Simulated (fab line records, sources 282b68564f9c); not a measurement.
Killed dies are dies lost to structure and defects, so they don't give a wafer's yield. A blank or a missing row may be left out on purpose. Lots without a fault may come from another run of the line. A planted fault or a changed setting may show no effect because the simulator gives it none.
Split-lot experiment | flow rit_cmos | 5 lots, 23 wafers read, on a route of 202 steps

THE SPLIT
At RIT_PRETRO_COAT_01 (resist thk 1300 nm), the setting spin_rpm was moved away from the recipe's 2000 rpm on 9 of the 23 wafers read, by -4.9% to +6.7%. The other wafers ran this setting at the recipe's value.

FROM THE SPLIT TO THE READING: what the file shows between them, 3 steps
- RIT_PRETRO_SOFTBAKE_02: time 60 s
- RIT_PRETRO_EXPOSE_03: exposes mask M5, target cd 43700 nm
- RIT_PRETRO_DEVELOP_05: develop time 68 s

THE READING
NOVOLAK_of_PRETRO_COAT_01.thk_nm (the simulator's own value, which no gauge read), in nm, at RIT_PRETRO_HARDBAKE_07 (time 120 s). The file gives no usual value for it. The 14 wafers here that ran the recipe average 1140 nm, standard deviation 3 nm.

wafer  | tool, chamber at the split | spin_rpm as run, rpm | against the recipe | NOVOLAK_of_PRETRO_COAT_01.thk_nm, nm | against lot-mates on the recipe
L074.1 | litho_track-03, 0          | 2000                 | recipe             | 1143                                 | -
L074.3 | litho_track-03, 0          | 2000                 | recipe             | 1143                                 | -
L074.4 | litho_track-03, 0          | 2000                 | recipe             | 1144                                 | -
L074.6 | litho_track-03, 0          | 2000                 | recipe             | 1144                                 | -
L074.5 | litho_track-03, 0          | 2000                 | recipe             | 1139                                 | -
L075.1 | litho_track-02, 0          | 2134                 | +6.7%              | 1104                                 | -35
L075.2 | litho_track-02, 0          | 2134                 | +6.7%              | 1103                                 | -36
L075.3 | litho_track-02, 0          | 2000                 | recipe             | 1141                                 | -
L075.4 | litho_track-02, 0          | 2134                 | +6.7%              | 1101                                 | -38
L075.6 | litho_track-02, 0          | 2000                 | recipe             | 1137                                 | -
L077.1 | litho_track-03, 0          | 1902                 | -4.9%              | 1165                                 | +27
L077.2 | litho_track-03, 0          | 1902                 | -4.9%              | 1166                                 | +28
L077.3 | litho_track-03, 0          | 1902                 | -4.9%              | 1166                                 | +28
L077.4 | litho_track-03, 0          | 2000                 | recipe             | 1137                                 | -
L077.5 | litho_track-03, 0          | 2000                 | recipe             | 1139                                 | -
L080.1 | litho_track-02, 0          | 2000                 | recipe             | 1134                                 | -
L080.4 | litho_track-02, 0          | 2000                 | recipe             | 1142                                 | -
L080.6 | litho_track-02, 0          | 2000                 | recipe             | 1137                                 | -
L082.1 | litho_track-01, 0          | 2056                 | +2.8%              | 1123                                 | -15
L082.2 | litho_track-01, 0          | 2056                 | +2.8%              | 1120                                 | -18
L082.3 | litho_track-01, 0          | 2056                 | +2.8%              | 1122                                 | -16
L082.4 | litho_track-01, 0          | 2000                 | recipe             | 1138                                 | -
L082.5 | litho_track-01, 0          | 2000                 | recipe             | 1138                                 | -

THE FIT
A straight line over all 23 wafers: NOVOLAK_of_PRETRO_COAT_01.thk_nm changes by -5.52 nm for each +1% of spin_rpm; r = -0.99; the points scatter about the line by 2.7 nm.
The same after taking each lot's own level away (the mean of its wafers on the recipe; 23 wafers): -5.54 nm for each +1%; r = -0.99; scatter 1.9 nm.
On that fit, the largest move of spin_rpm shifts the reading by 37 nm.
The lots' own levels span 1137.7 to 1142.6 nm, that is 1.6 times the standard deviation above.
So the lot-to-lot level changes the slope little: the two slopes agree.
Check: with one of the wafers moved furthest among these (+6.7%) left out of the fit, the line predicts -37.6 nm for it against its lot-mates. It came out at -35 nm against them.

OTHER SPLITS ON THESE WAFERS
These wafers also went through other splits before the reading. Each is held against what the fit with the lots' levels taken away leaves over:
other split on the same wafers | wafers away from the commonest value | r with NOVOLAK_of_PRETRO_COAT_01.thk_nm (lot level and that fit taken away)
RIT_ACTIVE_EXPOSE_08 dose_mj   | 9                                    | +0.37
RIT_NWELL_IMPLANT_08 dose_cm2  | 8                                    | +0.27
RIT_PWELL_SOFTBAKE_02 temp_c   | 8                                    | +0.13
RIT_PWELL_IMPLANT_08 dose_cm2  | 8                                    | -0.24
RIT_NRETRO_SOFTBAKE_02 temp_c  | 12                                   | +0.02

THE WHOLE CHAIN: every reading that the file lists as answering this split, in the file's order
step                   | what it does       | reading                                                                           | change (the file's fit)              | r (the file's)
RIT_PRETRO_COAT_01     | resist thk 1300 nm | NOVOLAK_of_PRETRO_COAT_01.thk_nm (the simulator's own value, which no gauge read) | -6.42 nm for each +1% of the setting | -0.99
RIT_PRETRO_HARDBAKE_07 | time 120 s         | NOVOLAK_of_PRETRO_COAT_01.thk_nm (the simulator's own value, which no gauge read) | -5.53 nm for each +1% of the setting | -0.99

THE FILE'S OWN FIT
NOVOLAK_of_PRETRO_COAT_01.thk_nm changes by -5.53 nm for each +1% of spin_rpm, r = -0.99.
